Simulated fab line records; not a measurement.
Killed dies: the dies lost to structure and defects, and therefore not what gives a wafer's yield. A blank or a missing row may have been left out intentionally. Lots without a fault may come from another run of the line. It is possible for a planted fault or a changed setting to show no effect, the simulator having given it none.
2 desks, one fault :: flow berkeley cmos170 :: each desk holds nothing but its own numbers, with what lay behind them at the end

## METROLOGY DESK
Lot by lot, what the gauges showed, no matter which tool ran the lot: averages of those sampled wafers that carry a number. Any lot whose mean is over 4 standard deviations away from the usual mean is out of limits and marked OUT; that distance is given in the brackets.
Columns: A = V2_POLISHED_THK at UCB170_V2_THK_MEAS_04, usual 1000.2 nm
lot: L279
first seen here: day 8 02:46
A: 999.2

lot: L282
first seen here: day 8 03:30
A: 999.9

lot: L286
first seen here: day 9 04:15
A: 1000.0

lot: L283
first seen here: day 9 04:51
A: 1000.9

lot: L285
first seen here: day 9 04:58
A: 999.5

lot: L288
first seen here: day 10 04:23
A: 1000.3

lot: L287
first seen here: day 10 04:41
A: 999.8

lot: L290
first seen here: day 10 23:36
A: 1000.9

lot: L293
first seen here: day 10 23:43
A: 1001.1

lot: L291
first seen here: day 11 00:17
A: 1000.2

lot: L296
first seen here: day 11 13:37
A: 1000.7

lot: L299
first seen here: day 12 04:15
A: 1350.3 (+99 or more) OUT

lot: L301
first seen here: day 12 04:48
A: 1000.7

lot: L300
first seen here: day 12 04:58
A: 1349.6 (+99 or more) OUT
This desk's finding: out of limits on L299, L300; first on L299, day 12 04:15 (V2_POLISHED_THK at UCB170_V2_THK_MEAS_04). L279, L282, L286, L283, L285, L288, L287, L290, L293, L291, L296, L301: within limits.

## TOOL OWNER'S DESK, cmp-01
The tool's own readings at UCB170_V2_CMP_02 (polishes SiO2): means of the sampled wafers that have a number, for each lot that ran on this tool. Any lot whose mean is over 4 standard deviations away from the usual mean is out of limits and marked OUT; that distance is given in the brackets.
Columns: A = edge zone pressure frac at UCB170_V2_CMP_02, usual 1.000; B = motor current A at UCB170_V2_CMP_02, usual 17.3 A
lot: L283
first seen here: day 9 04:34
A: 0.999
B: 15.1

lot: L290
first seen here: day 10 23:18
A: 1.000
B: 15.7

lot: L291
first seen here: day 10 23:51
A: 0.998
B: 15.3

lot: L296
first seen here: day 11 13:18
A: 1.002
B: 15.8

lot: L299
first seen here: day 12 03:29
A: 0.998
B: 16.4

lot: L300
first seen here: day 12 04:34
A: 1.003
B: 16.0
This desk's verdict: no lot among the 6 shows anything out of limits.

## ALL TOGETHER
On L299, L300, the metrology desk was in a position to raise an alarm at day 12 04:15.
Nothing out of limits was seen by the tool owner's desk.
Tool owner's desk: L299, L300 on record, inside its limits.
All the named lots went through UCB170_V2_CMP_02 on cmp-01.

## WHAT THE SIMULATOR HAD INSERTED
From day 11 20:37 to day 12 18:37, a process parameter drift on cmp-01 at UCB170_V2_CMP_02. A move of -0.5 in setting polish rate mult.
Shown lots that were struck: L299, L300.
Delay in hours, fault start to first out-of-limits reading, per desk: metrology desk 8.
